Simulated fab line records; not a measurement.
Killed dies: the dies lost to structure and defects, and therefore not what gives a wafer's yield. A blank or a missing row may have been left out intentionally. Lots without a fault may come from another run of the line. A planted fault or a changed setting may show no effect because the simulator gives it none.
Code-filled problem report in 8D (eight disciplines) form / flow rit_cmos / the parts of the form that need people (team, actions taken, sign-off) are left out

1. PROBLEM STATEMENT
Wafers free of any fault read 2137 (standard deviation 9.7) for NWELL_TW at RIT_NWELL_TW_MEAS_10, against a mean of 2326 on 9 wafers of 3 lots. Relative to the usual mean, that is a shift of +20 standard deviations.
First seen on wafer L469.2, day 3 18:35, on film_metro-01. The record holds 45 wafers of 15 lots with a number at this step. Rule for "out" (also "out of limits"): further than 4 standard deviations from the usual mean. The rest of the wafers with a number are treated as sound.

2. WHAT IT IS, AND WHAT IT ISN'T
question=which readings at this step | is=NWELL_TW | is not=-
question=which lots | is=L469, L473, L475 | is not=L460, L461, L462, L463, L464, L465, L466, L471, L476, L477, L478, L479
question=which wafers of those lots | is=all that have a number | is not=-
question=read on which gauges | is=film_metro-01, film_metro-02 | is not=film_metro-03
question=when | is=from day 3 18:35 | is not=up to then (21 sound wafers); but 15 sound wafers of L471, L476, L477, L478, L479 came after

3. THE SUSPECTS, EACH WITH WHAT RULES IT OUT
Counting: any tool at a process step up to the reading is kept as a suspect provided that every lot that is out went through it and no sound lot did after the first of them.
- the gauge at RIT_NWELL_TW_MEAS_10: ruled out. The wafers that are out were read on 2 gauges (film_metro-01, film_metro-02).
- implanter-02 at RIT_NWELL_IMPLANT_08: kept. All lots that are out passed through it, beginning with L469 at day 3 18:16, and no sound lot followed; its final sound lot before that point was L464 at day 2 18:20. On those wafers its own readings are out: dose_ions_cm2, faraday_current_uA.
After counting, what remains is implanter-02 at RIT_NWELL_IMPLANT_08.

4. THE CAUSE (what the simulator had put in)
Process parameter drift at RIT_NWELL_IMPLANT_08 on implanter-02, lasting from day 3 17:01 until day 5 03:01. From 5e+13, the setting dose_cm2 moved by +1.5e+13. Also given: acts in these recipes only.
After counting, this tool was the only one left.

5. THE EFFECT CHAIN, in route order
One row per reading whose mean, taken over the struck wafers that have a number, lies over 3 standard deviations from the usual. Only readings whose record carries a usual standard deviation are examined. hours: median over the lots of the time between each lot's start at the first step of this table that gives one and its start at this step. sigmas: the change, counted in usual standard deviations.
hours=0; step=RIT_NWELL_IMPLANT_08; reading=dose_ions_cm2; usual=5.001e+13; on struck wafers=6.502e+13; change=+1.501e+13; sigmas=+99 or more
hours=0; step=RIT_NWELL_IMPLANT_08; reading=faraday_current_uA; usual=158; on struck wafers=205; change=+47; sigmas=+15
hours=0; step=RIT_NWELL_TW_MEAS_10; reading=NWELL_TW; usual=2137; on struck wafers=2326; change=+189; sigmas=+20
hours=7; step=RIT_WELLDRIVE_RS_MEAS_01; reading=NWELL_RS; usual=275.3 ohm/sq; on struck wafers=235.3; change=-40.0; sigmas=-44
Its process steps:
- RIT_NWELL_IMPLANT_08
Later measuring or inspecting steps at which every struck wafer that the step has a row for has a number for every such reading, and none has moved that far: RIT_REOX_THK_MEAS_04.

6. HOW IT WOULD HAVE BEEN CAUGHT EARLIER
In this record the first reading out of limits at a measuring or inspecting step was taken at day 3 18:35, 2 hours after the fault began at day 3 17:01.
At RIT_NWELL_IMPLANT_08, the tool's own readings (dose_ions_cm2, faraday_current_uA) were out on each struck wafer the step has a row for, so an alarm limit on them would have fired on the first such wafer.
Of the lots that are out (3), L473, L475 began RIT_NWELL_IMPLANT_08 on implanter-02 after day 3 18:35. A hold on the tool at that time would have spared those 2.
